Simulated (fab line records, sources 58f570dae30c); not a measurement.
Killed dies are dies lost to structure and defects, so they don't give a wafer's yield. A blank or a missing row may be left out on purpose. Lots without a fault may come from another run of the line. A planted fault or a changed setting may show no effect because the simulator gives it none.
One fault seen from 2 desks | flow berkeley_cmos170 | each desk has only its own numbers; what lay behind them comes last

THE METROLOGY DESK
What the gauges read, lot by lot, whatever tool the lot ran on: means of the sampled wafers that have a number. A lot is out of limits, marked OUT, if its mean lies more than 4 standard deviations from the usual mean; the brackets give that distance.
Columns: A = ACTIVE_OXIDE_THK at UCB170_ACTIVE_THK_MEAS_03, usual 26.4 nm; B = NLDD_RS at UCB170_SDANNEAL_RS_MEAS_05, usual 616.3 ohm/sq; C = V2_TEOS_THK at UCB170_V2_THK_MEAS_01, usual 1994 nm
lot  | first seen here | A    | B               | C
L692 | day 3 17:46     | 27.2 | 615.4           | 1987
L693 | day 4 07:59     | 25.8 | 617.7           | 1994
L697 | day 5 06:26     | 25.7 | 614.5           | 2018
L698 | day 5 06:28     | 26.7 | 617.3           | 2042
L700 | day 5 15:52     | 26.8 | 620.0           | 1971
L701 | day 5 23:02     | 27.1 | 617.0           | 2004
L702 | day 5 23:02     | 26.7 | 616.9           | 1999
L703 | day 6 08:49     | 26.9 | 615.8           | 2007
L704 | day 6 13:31     | 26.9 | 613.6           | 2016
L705 | day 6 13:31     | 26.2 | 615.2           | 2021
L707 | day 7 07:43     | 26.2 | 617.1           | 1970
L711 | day 8 06:33     | 26.3 | 647.0 (+22) OUT | 2003
L714 | day 8 16:32     | 26.6 | 647.9 (+23) OUT | 1987
L712 | day 8 16:33     | 26.3 | 617.1           | 1994
L713 | day 8 16:34     | 25.8 | 647.3 (+22) OUT | 2005
This desk's finding: out of limits on L711, L713, L714; first on L711, day 11 06:11 (NLDD_RS at UCB170_SDANNEAL_RS_MEAS_05). In limits: L692, L693, L697, L698, L700, L701, L702, L703, L704, L705, L707, L712.

THE TOOL OWNER'S DESK: implanter-02
The tool's own readings at UCB170_NLDD_IMPLANT_08: means of the sampled wafers that have a number, for each lot that ran on this tool. A lot is out of limits, marked OUT, if its mean lies more than 4 standard deviations from the usual mean; the brackets give that distance.
Columns: A = tilt_deg at UCB170_NLDD_IMPLANT_08, usual 6.999 degrees
lot  | first seen here | A
L697 | day 7 15:25     | 6.993
L702 | day 8 11:58     | 6.985
L711 | day 10 17:51    | 7.014
L714 | day 11 01:29    | 7.011
L713 | day 11 02:27    | 6.990
This desk's finding: nothing out of limits on any of the 5 lots.

PUT TOGETHER
The metrology desk could have raised an alarm at day 11 06:11, on L711, L713, L714.
The tool owner's desk saw nothing out of limits.
The tool owner's desk has L711, L713, L714 on record, within its limits.
Of the lots named, all ran UCB170_NLDD_IMPLANT_08 on implanter-02.

WHAT THE SIMULATOR HAD PUT IN
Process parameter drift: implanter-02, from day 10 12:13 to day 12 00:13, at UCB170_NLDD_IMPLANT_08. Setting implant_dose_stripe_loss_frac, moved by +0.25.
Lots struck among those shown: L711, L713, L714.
Hours from the fault's start to each desk's first reading out of limits: the metrology desk, 18.
